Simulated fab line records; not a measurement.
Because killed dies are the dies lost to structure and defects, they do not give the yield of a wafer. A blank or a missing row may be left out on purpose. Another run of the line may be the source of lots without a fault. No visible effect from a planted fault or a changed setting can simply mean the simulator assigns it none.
Tool commonality check | flow rit cmos | 14 lots, 42 wafers sampled

## WHAT PROMPTED THE OPENING
2 of 14 lots carry a flag on the reading SPACER_NITRIDE_THK at RIT_SPACER_THK_MEAS_04. No-fault wafers: 250.3 nm, standard deviation 2.4.
Rule: a lot is flagged when every wafer of it that has a number lies more than 4 standard deviations from that mean, or none has a number. The rest of the lots are taken to be sound.

lot  | measured    | on            | SPACER_NITRIDE_THK (nm), wafer by wafer | flag
L450 | day 3 12:06 | film metro-01 | 249.3 247.9 250.3                       |
L451 | day 3 14:28 | film metro-01 | 255.6 256.5 254.7                       |
L452 | day 3 18:28 | film metro-03 | 252.5 250.2 252.9                       |
L453 | day 3 23:40 | film metro-04 | 246.8 249.1 248.4                       |
L455 | day 4 14:02 | film metro-03 | 246.1 247.6 247.1                       |
L456 | day 4 15:58 | film metro-03 | 250.5 249.6 250.4                       |
L457 | day 4 19:17 | film metro-04 | 253.5 253.2 253.4                       |
L458 | day 5 00:32 | film metro-04 | 249.4 249.0 249.8                       |
L460 | day 5 13:53 | film metro-04 | 254.8 253.8 251.9                       |
L461 | day 5 20:43 | film metro-01 | 251.4 253.5 253.2                       |
L463 | day 6 03:11 | film metro-04 | 105.4 105.5 102.9                       | FLAGGED
L465 | day 6 15:10 | film metro-04 | 98.7 100.3 100.8                        | FLAGGED
L470 | day 7 12:48 | film metro-03 | 245.7 249.4 251.4                       |
L471 | day 7 18:47 | film metro-03 | 247.0 244.7 248.3                       |
The numbers of the flagged lots are 102.3 nm on average: -148.0 nm against the usual, or -62 standard deviations.

## LOT BY LOT: THE TOOL USED
The record holds 1 process step before the reading, out of a route of 202 steps. Each cell gives the tool, then ch followed by the chambers the sampled wafers passed through, then the start.
lot  | flag    | RIT_SPACER_CVD_03
L450 |         | lpcvd-01 ch 1, day 3 10:11
L451 |         | lpcvd-01 ch 0, day 3 12:34
L452 |         | lpcvd-01 ch 0, day 3 16:32
L453 |         | lpcvd-02 ch 0, day 3 21:45
L455 |         | lpcvd-01 ch 0, day 4 12:07
L456 |         | lpcvd-01 ch 0, day 4 14:02
L457 |         | lpcvd-01 ch 1, day 4 17:22
L458 |         | lpcvd-02 ch 1, day 4 22:37
L460 |         | lpcvd-02 ch 1, day 5 11:59
L461 |         | lpcvd-01 ch 1, day 5 17:50
L463 | FLAGGED | lpcvd-01 ch 1, day 6 01:16
L465 | FLAGGED | lpcvd-01 ch 0, day 6 13:15
L470 |         | lpcvd-02 ch 1, day 7 09:55
L471 |         | lpcvd-02 ch 0, day 7 15:54
What the steps here do:
- RIT_SPACER_CVD_03: deposits Si3N4 from SiH2Cl2/NH3, target thk 250 nm, time 3300 s.
- RIT_SPACER_THK_MEAS_04

## FLAGGED OVER TOTAL, TOOL BY TOOL (the gauges that took the reading come last)
step                   | tool          | lots run | flagged | share of the flagged lots | sound lots run after its first flagged lot
RIT_SPACER_CVD_03      | lpcvd-01      | 9        | 2       | all                       | 0
RIT_SPACER_CVD_03      | lpcvd-02      | 5        | 0       | none                      | -
RIT_SPACER_THK_MEAS_04 | film metro-01 | 3        | 0       | none                      | -
RIT_SPACER_THK_MEAS_04 | film metro-03 | 5        | 0       | none                      | -
RIT_SPACER_THK_MEAS_04 | film metro-04 | 6        | 2       | all                       | 0

## THE TABLE: WHAT IT ALLOWS
Every flagged lot went through 2 rows of the table: lpcvd-01 at RIT_SPACER_CVD_03 and film metro-04 at RIT_SPACER_THK_MEAS_04.
- lpcvd-01 at RIT_SPACER_CVD_03: 2 of its 9 lots flagged. Its last sound lot is L461 (day 5 17:50), its first flagged lot L463 (day 6 01:16): a fault that began between those two fits.
- film metro-04 at RIT_SPACER_THK_MEAS_04: 2 of its 6 lots flagged. Its last sound lot is L460 (day 5 13:53), its first flagged lot L463 (day 6 03:11): a fault that began between those two fits.
These 2 tools cannot be told apart by counting lots, since each of them fits a fault that started at some hour. More lots, or a look at what each step does to the wafer, might.

## WHAT THE SIMULATOR HAD PUT IN
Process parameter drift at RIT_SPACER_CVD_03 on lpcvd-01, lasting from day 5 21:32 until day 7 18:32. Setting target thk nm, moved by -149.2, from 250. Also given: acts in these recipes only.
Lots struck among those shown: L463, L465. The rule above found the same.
